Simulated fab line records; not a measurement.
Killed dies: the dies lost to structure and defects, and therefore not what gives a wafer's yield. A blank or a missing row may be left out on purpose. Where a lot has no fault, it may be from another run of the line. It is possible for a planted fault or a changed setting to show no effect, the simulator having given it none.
A struck lot beside a sound one || flow rit-cmos || 15 out of 202 route steps
Sound: wafers L945.1, L945.4, L945.6. The struck wafers were L952.1, L952.3, L952.4. At the end, the cause is stated.
Each step with rows lists, per side, the tool, then ch with its chambers, then its first start. Under that, the readings that differ: sound wafers || struck wafers || difference of the means || sigmas: that difference in standard deviations of wafers without a fault.
alike: words and numbers the same on both sides, and readings whose means are apart by under 2 such deviations; not compared: readings that were withheld, readings missing a value for some wafer, numbers with overlapping values and no deviation given by the record, and bounds like >300 which may hide the same value.
A row with sigmas, a row that says differs or no value, or rows on one side alone: a step with any of these is where the two part. Non-overlapping numbers with no deviation appear without sigmas and do not part them. A reading missing from all wafers of one side parts the sides only when that side holds two or more wafers.

RIT_SPACER_ETCHBACK_05: etches Si3N4 in SF6/CHF3, stops on SiO2, target depth 250 nm, time 240 s.
  sound on rie-diel-03 ch 1,3, day 2 22:39; struck on rie-diel-02 ch 0,1,2, day 4 08:18
  alike: drypump-motor-current-A, oes-product-au, throttle-valve-pct
  not compared: rf-hours-counter-h
then, 6 steps without rows for these wafers: RIT_NSD_HMDS_00 (prime time 60 s); RIT_NSD_COAT_01 (resist thk 1000 nm); RIT_NSD_SOFTBAKE_02 (time 60 s); RIT_NSD_EXPOSE_03 (exposes mask M9, target cd 40700 nm); RIT_NSD_PEB_04; RIT_NSD_DEVELOP_05 (develop time 50 s).
RIT_NSD_OVL_MEAS_06:
  sound on overlay-01 at day 2 23:46; struck on overlay-01 at day 4 09:25
{"reading": "NSD_OVL (nm)", "sound": "-0.2 1.4 0.6", "struck": "-3.1 -3.6 -1.2", "difference": -3.2, "sigmas": -2}
then, 2 steps without rows for these wafers: RIT_NSD_HARDBAKE_07 (time 60 s); RIT_NSD_IMPLANT_08.
RIT_NSD_STRIP_09: strips in O2, time 180 s.
  sound on plasma-asher-03 ch 0, day 3 00:07; struck on plasma-asher-02 ch 0,1, day 4 09:46
  alike: drypump-motor-current-A
  not compared: rf-hours-counter-h
RIT_NSD_TW_MEAS_10:
  sound on film-metro-02 at day 3 00:17; struck on film-metro-01 at day 4 09:56
{"reading": "NSD_TW", "sound": "3097 3092 3098", "struck": "3137 3137 3164", "difference": "+50", "sigmas": "+3"}
RIT_PSD_HMDS_00: prime time 60 s.
  sound on litho-track-04 ch 0, day 3 00:20; struck on litho-track-02 ch 0, day 4 10:00
{"reading": "prime-temp-c (C)", "sound": "140.02 140.06 139.96", "struck": "149.94 149.84 149.89", "difference": "+9.88", "sigmas": "+71"}
then, 1 step without rows for these wafers: RIT_PSD_COAT_01 (resist thk 1000 nm).
RIT_M1_PROBE_99:
  sound on prober-01 at day 3 09:49; struck on prober-02 at day 4 19:22
{"reading": "killed-open", "sound": "4 5 7", "struck": "1 1 1", "difference": -4, "sigmas": -3}
  alike: killed-at-contacts, killed-at-front-end, killed-dies, killed-short

== WHERE THEY PART ==
First at RIT_NSD_OVL_MEAS_06; last, within this record, at RIT_M1_PROBE_99.

WHY: the cause the simulator had injected
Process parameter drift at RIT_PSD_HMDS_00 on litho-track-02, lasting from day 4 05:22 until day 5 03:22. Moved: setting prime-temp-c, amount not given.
